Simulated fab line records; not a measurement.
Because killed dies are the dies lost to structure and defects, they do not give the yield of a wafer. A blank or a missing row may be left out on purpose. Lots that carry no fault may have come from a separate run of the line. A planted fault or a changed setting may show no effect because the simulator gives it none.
Which tool was responsible? :: flow berkeleyCmos170 :: 42 wafers from 14 lots sampled at 6 of the route's 331 steps

## WHAT THE GAUGES SHOWED, per wafer
UCB170_SILICIDE_RS_MEAS_02: measurement is done with a four-point probe.
lot: L469
measured: day 8 01:37
on: filmMetro-03
SILICIDE_TI_RS (ohm/sq): 26.2 25.9 26.0

lot: L472
measured: day 9 00:24
on: filmMetro-03
SILICIDE_TI_RS (ohm/sq): 26.1 25.8 25.8

lot: L471
measured: day 9 00:57
on: filmMetro-03
SILICIDE_TI_RS (ohm/sq): 25.9 26.1 26.3

lot: L470
measured: day 9 01:07
on: filmMetro-01
SILICIDE_TI_RS (ohm/sq): 25.6 25.7 25.8

lot: L474
measured: day 9 10:54
on: filmMetro-01
SILICIDE_TI_RS (ohm/sq): 26.2 26.2 26.5

lot: L475
measured: day 9 11:47
on: filmMetro-03
SILICIDE_TI_RS (ohm/sq): 26.1 26.7 26.0

lot: L477
measured: day 10 01:28
on: filmMetro-03
SILICIDE_TI_RS (ohm/sq): 26.4 26.7 26.6

lot: L476
measured: day 10 02:02
on: filmMetro-03
SILICIDE_TI_RS (ohm/sq): 26.4 26.7 26.4

lot: L482
measured: day 11 14:15
on: filmMetro-03
SILICIDE_TI_RS (ohm/sq): 26.2 26.3 26.4

lot: L486
measured: day 11 19:58
on: filmMetro-03
SILICIDE_TI_RS (ohm/sq): 26.4 26.0 26.2

lot: L488
measured: day 12 05:40
on: filmMetro-03
SILICIDE_TI_RS (ohm/sq): 25.9 25.9 25.7

lot: L490
measured: day 12 19:18
on: filmMetro-03
SILICIDE_TI_RS (ohm/sq): 26.2 26.1 26.5

lot: L489
measured: day 12 19:20
on: filmMetro-01
SILICIDE_TI_RS (ohm/sq): 26.2 26.2 26.1

lot: L491
measured: day 13 19:10
on: filmMetro-02
SILICIDE_TI_RS (ohm/sq): 26.0 25.9 26.1

UCB170_CONTACT_OVL_MEAS_16.
lot: L469
measured: day 8 05:47
on: overlay-02
CONTACT_OVL (nm): -2 -2 7

lot: L472
measured: day 9 05:21
on: overlay-02
CONTACT_OVL (nm): 2 7 1

lot: L471
measured: day 9 08:36
on: overlay-02
CONTACT_OVL (nm): 0 -1 -7

lot: L470
measured: day 9 08:22
on: overlay-02
CONTACT_OVL (nm): -4 -9 2

lot: L474
measured: day 9 16:53
on: overlay-02
CONTACT_OVL (nm): -2 1 -5

lot: L475
measured: day 9 17:01
on: overlay-02
CONTACT_OVL (nm): 7 4 5

lot: L477
measured: day 10 05:35
on: overlay-01
CONTACT_OVL (nm): -7 -10 -9

lot: L476
measured: day 10 06:11
on: overlay-02
CONTACT_OVL (nm): -9 -3 -6

lot: L482
measured: day 11 19:40
on: overlay-01
CONTACT_OVL (nm): -6 -3 -3

lot: L486
measured: day 12 01:05
on: overlay-02
CONTACT_OVL (nm): 0 -1 -1

lot: L488
measured: day 12 11:21
on: overlay-01
CONTACT_OVL (nm): 0 -2 0

lot: L490
measured: day 13 05:01
on: overlay-02
CONTACT_OVL (nm): -8 3 1

lot: L489
measured: day 13 04:45
on: overlay-01
CONTACT_OVL (nm): -4 -2 -4

lot: L491
measured: day 14 01:38
on: overlay-01
CONTACT_OVL (nm): 3 -5 3

UCB170_M3_RS_MEAS_02: measurement is done with a four-point probe.
lot: L469
measured: day 8 17:34
on: filmMetro-04
M3_AL_RS (ohm/sq): 0.03197 0.03179 0.03216

lot: L472
measured: day 9 21:47
on: filmMetro-04
M3_AL_RS (ohm/sq): 0.0321 0.03173 0.03213

lot: L471
measured: day 10 00:27
on: filmMetro-01
M3_AL_RS (ohm/sq): 0.03241 0.03228 0.03213

lot: L470
measured: day 9 21:34
on: filmMetro-02
M3_AL_RS (ohm/sq): 0.0319 0.0321 0.03196

lot: L474
measured: day 10 06:33
on: filmMetro-02
M3_AL_RS (ohm/sq): 0.03207 0.03214 0.03207

lot: L475
measured: day 10 06:54
on: filmMetro-04
M3_AL_RS (ohm/sq): 0.03179 0.03211 0.03212

lot: L477
measured: day 10 17:30
on: filmMetro-04
M3_AL_RS (ohm/sq): 0.03212 0.0321 0.03226

lot: L476
measured: day 10 18:53
on: filmMetro-02
M3_AL_RS (ohm/sq): 0.03215 0.03197 0.03221

lot: L482
measured: day 12 09:31
on: filmMetro-02
M3_AL_RS (ohm/sq): 0.04173 0.04158 0.04165

lot: L486
measured: day 12 15:35
on: filmMetro-02
M3_AL_RS (ohm/sq): 0.04113 0.04168 0.04153

lot: L488
measured: day 13 03:16
on: filmMetro-04
M3_AL_RS (ohm/sq): 0.03252 0.0323 0.03219

lot: L490
measured: day 13 20:25
on: filmMetro-04
M3_AL_RS (ohm/sq): 0.0318 0.03224 0.03224

lot: L489
measured: day 13 20:11
on: filmMetro-02
M3_AL_RS (ohm/sq): 0.03265 0.03257 0.03238

lot: L491
measured: day 14 14:18
on: filmMetro-01
M3_AL_RS (ohm/sq): 0.03229 0.03212 0.0323

UCB170_M3_THK_MEAS_03: measures by xrf.
lot: L469
measured: day 8 17:40
on: filmMetro-04
M3_AL_THK (nm): 899 903 890

lot: L472
measured: day 9 21:55
on: filmMetro-04
M3_AL_THK (nm): 893 906 897

lot: L471
measured: day 10 00:34
on: filmMetro-01
M3_AL_THK (nm): 890 892 890

lot: L470
measured: day 9 21:41
on: filmMetro-02
M3_AL_THK (nm): 886 885 886

lot: L474
measured: day 10 06:40
on: filmMetro-02
M3_AL_THK (nm): 884 888 884

lot: L475
measured: day 10 07:00
on: filmMetro-04
M3_AL_THK (nm): 906 900 897

lot: L477
measured: day 10 17:37
on: filmMetro-04
M3_AL_THK (nm): 897 898 893

lot: L476
measured: day 10 18:59
on: filmMetro-02
M3_AL_THK (nm): 881 886 880

lot: L482
measured: day 12 09:38
on: filmMetro-02
M3_AL_THK (nm): 680 680 682

lot: L486
measured: day 12 15:41
on: filmMetro-02
M3_AL_THK (nm): 691 687 684

lot: L488
measured: day 13 03:22
on: filmMetro-04
M3_AL_THK (nm): 883 884 886

lot: L490
measured: day 13 20:32
on: filmMetro-04
M3_AL_THK (nm): 889 886 882

lot: L489
measured: day 13 20:17
on: filmMetro-02
M3_AL_THK (nm): 871 874 874

lot: L491
measured: day 14 14:25
on: filmMetro-01
M3_AL_THK (nm): 890 899 891

## TOOL THAT RAN EACH LOT (tool first, then ch and the chambers of the sampled wafers, then the start)
lot: L469
UCB170_V1_STRIP_15: plasmaAsher-01 ch 0,1, day 8 11:52
UCB170_M3_SPUTTER_01: pvdSputter-03, day 8 17:28

lot: L472
UCB170_V1_STRIP_15: plasmaAsher-01 ch 0,1, day 9 14:55
UCB170_M3_SPUTTER_01: pvdSputter-01, day 9 21:43

lot: L471
UCB170_V1_STRIP_15: plasmaAsher-02 ch 0,1, day 9 16:59
UCB170_M3_SPUTTER_01: pvdSputter-03, day 10 00:20

lot: L470
UCB170_V1_STRIP_15: plasmaAsher-03 ch 1, day 9 15:10
UCB170_M3_SPUTTER_01: pvdSputter-04, day 9 21:28

lot: L474
UCB170_V1_STRIP_15: plasmaAsher-01 ch 0,1, day 10 00:32
UCB170_M3_SPUTTER_01: pvdSputter-04, day 10 06:27

lot: L475
UCB170_V1_STRIP_15: plasmaAsher-02 ch 0,1, day 10 01:14
UCB170_M3_SPUTTER_01: pvdSputter-01, day 10 06:47

lot: L477
UCB170_V1_STRIP_15: plasmaAsher-02 ch 0,1, day 10 11:52
UCB170_M3_SPUTTER_01: pvdSputter-01, day 10 17:25

lot: L476
UCB170_V1_STRIP_15: plasmaAsher-02 ch 0,1, day 10 13:14
UCB170_M3_SPUTTER_01: pvdSputter-04, day 10 18:46

lot: L482
UCB170_V1_STRIP_15: plasmaAsher-02 ch 0,1, day 12 03:44
UCB170_M3_SPUTTER_01: pvdSputter-04, day 12 09:26

lot: L486
UCB170_V1_STRIP_15: plasmaAsher-01 ch 0,1, day 12 08:19
UCB170_M3_SPUTTER_01: pvdSputter-04, day 12 15:28

lot: L488
UCB170_V1_STRIP_15: plasmaAsher-01 ch 0,1, day 12 19:49
UCB170_M3_SPUTTER_01: pvdSputter-01, day 13 03:10

lot: L490
UCB170_V1_STRIP_15: plasmaAsher-01 ch 0,1, day 13 12:34
UCB170_M3_SPUTTER_01: pvdSputter-01, day 13 20:20

lot: L489
UCB170_V1_STRIP_15: plasmaAsher-02 ch 0,1, day 13 11:49
UCB170_M3_SPUTTER_01: pvdSputter-03, day 13 20:04

lot: L491
UCB170_V1_STRIP_15: plasmaAsher-03 ch 1, day 14 08:23
UCB170_M3_SPUTTER_01: pvdSputter-01, day 14 14:13
- UCB170_V1_STRIP_15: strips in O2.
- UCB170_M3_SPUTTER_01: material Al, target thk 900 nm, time 120 s.

## AS READ BY THE TOOLS THEMSELVES (means over the sampled wafers that have a number; for cases with no such wafer, the mark the record gives instead)
UCB170_V1_STRIP_15.
lot: L469
tool: plasmaAsher-01
drypumpMotorCurrentA (A): 6.25
o2FlowSccm (sccm): 399.9
oesProductAu (a.u.): 0.724
stripTimeToEndpointS (s): 15.33

lot: L472
tool: plasmaAsher-01
drypumpMotorCurrentA (A): 6.26
o2FlowSccm (sccm): 400.0
oesProductAu (a.u.): 0.723
stripTimeToEndpointS (s): 15.41

lot: L471
tool: plasmaAsher-02
drypumpMotorCurrentA (A): 5.87
o2FlowSccm (sccm): 400.7
oesProductAu (a.u.): 0.723
stripTimeToEndpointS (s): 15.20

lot: L470
tool: plasmaAsher-03
drypumpMotorCurrentA (A): 5.88
o2FlowSccm (sccm): 399.3
oesProductAu (a.u.): 0.722
stripTimeToEndpointS (s): 15.31

lot: L474
tool: plasmaAsher-01
drypumpMotorCurrentA (A): 6.27
o2FlowSccm (sccm): 400.0
oesProductAu (a.u.): 0.719
stripTimeToEndpointS (s): 15.26

lot: L475
tool: plasmaAsher-02
drypumpMotorCurrentA (A): 6.04
o2FlowSccm (sccm): 399.1
oesProductAu (a.u.): 0.722
stripTimeToEndpointS (s): 15.32

lot: L477
tool: plasmaAsher-02
drypumpMotorCurrentA (A): 6.04
o2FlowSccm (sccm): 398.0
oesProductAu (a.u.): 0.719
stripTimeToEndpointS (s): 15.25

lot: L476
tool: plasmaAsher-02
drypumpMotorCurrentA (A): 6.03
o2FlowSccm (sccm): 400.6
oesProductAu (a.u.): 0.720
stripTimeToEndpointS (s): 15.33

lot: L482
tool: plasmaAsher-02
drypumpMotorCurrentA (A): 6.06
o2FlowSccm (sccm): 401.3
oesProductAu (a.u.): 0.721
stripTimeToEndpointS (s): 15.33

lot: L486
tool: plasmaAsher-01
drypumpMotorCurrentA (A): 6.25
o2FlowSccm (sccm): 400.3
oesProductAu (a.u.): 0.721
stripTimeToEndpointS (s): 15.36

lot: L488
tool: plasmaAsher-01
drypumpMotorCurrentA (A): 6.27
o2FlowSccm (sccm): 399.9
oesProductAu (a.u.): 0.724
stripTimeToEndpointS (s): 15.28

lot: L490
tool: plasmaAsher-01
drypumpMotorCurrentA (A): 6.26
o2FlowSccm (sccm): 399.0
oesProductAu (a.u.): 0.719
stripTimeToEndpointS (s): 15.38

lot: L489
tool: plasmaAsher-02
drypumpMotorCurrentA (A): 5.87
o2FlowSccm (sccm): 399.0
oesProductAu (a.u.): 0.723
stripTimeToEndpointS (s): 15.35

lot: L491
tool: plasmaAsher-03
drypumpMotorCurrentA (A): 5.88
o2FlowSccm (sccm): 398.7
oesProductAu (a.u.): 0.727
stripTimeToEndpointS (s): 15.25

UCB170_M3_SPUTTER_01.
lot: L469
tool: pvdSputter-03
throttleValvePct (%): 30.6

lot: L472
tool: pvdSputter-01
throttleValvePct (%): 30.9

lot: L471
tool: pvdSputter-03
throttleValvePct (%): 30.0

lot: L470
tool: pvdSputter-04
throttleValvePct (%): 30.2

lot: L474
tool: pvdSputter-04
throttleValvePct (%): 30.2

lot: L475
tool: pvdSputter-01
throttleValvePct (%): 31.6

lot: L477
tool: pvdSputter-01
throttleValvePct (%): 31.7

lot: L476
tool: pvdSputter-04
throttleValvePct (%): 28.3

lot: L482
tool: pvdSputter-04
throttleValvePct (%): 28.9

lot: L486
tool: pvdSputter-04
throttleValvePct (%): 29.3

lot: L488
tool: pvdSputter-01
throttleValvePct (%): 31.1

lot: L490
tool: pvdSputter-01
throttleValvePct (%): 31.3

lot: L489
tool: pvdSputter-03
throttleValvePct (%): 29.7

lot: L491
tool: pvdSputter-01
throttleValvePct (%): 31.1

## THE ANSWER, worked out from the rows above alone
Rule: what is usual is taken from the lots themselves. The widest of any qualifying gaps counts: lots, ordered by their means at a reading, are off when they make up no more than a third of the lots, leave a main group of 4 or more, and stand apart from it by 3 or more times the standard deviation of that group's means. Not used: any main group whose means are identical at the precision the tables above print for the reading. A lot without any number at a reading at which 4 lots or more have one is off too. All remaining lots with rows at the step are treated as sound. Order of review: gauges by route order, followed by the tools' own readings, for which a lot's mean as printed above is used. The first step at which some lot is off is used, and at that step the reading that is off furthest; a lot without a number counts as furthest.
Off: at UCB170_M3_RS_MEAS_02 (M3_AL_RS), L482, L486. For the main group the mean is 0.03215 ohm/sq and the standard deviation 0.00016.
If a tool, at a process step before that reading, ran all the lots that are off and no sound lot after the first of them, it fits. Gauges at UCB170_M3_RS_MEAS_02: tried the same way as those tools. One candidate fits, namely pvdSputter-04 at UCB170_M3_SPUTTER_01. Its last sound lot is L476 (day 10 18:46), its first lot that is off L482 (day 12 09:26): a fault that began between those two fits.

## WHAT HAD BEEN PUT IN BY THE SIMULATOR
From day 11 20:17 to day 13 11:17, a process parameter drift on pvdSputter-04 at UCB170_M3_SPUTTER_01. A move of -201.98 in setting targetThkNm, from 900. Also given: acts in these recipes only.
Shown lots that were struck: L482, L486. The same result came from the rule above.
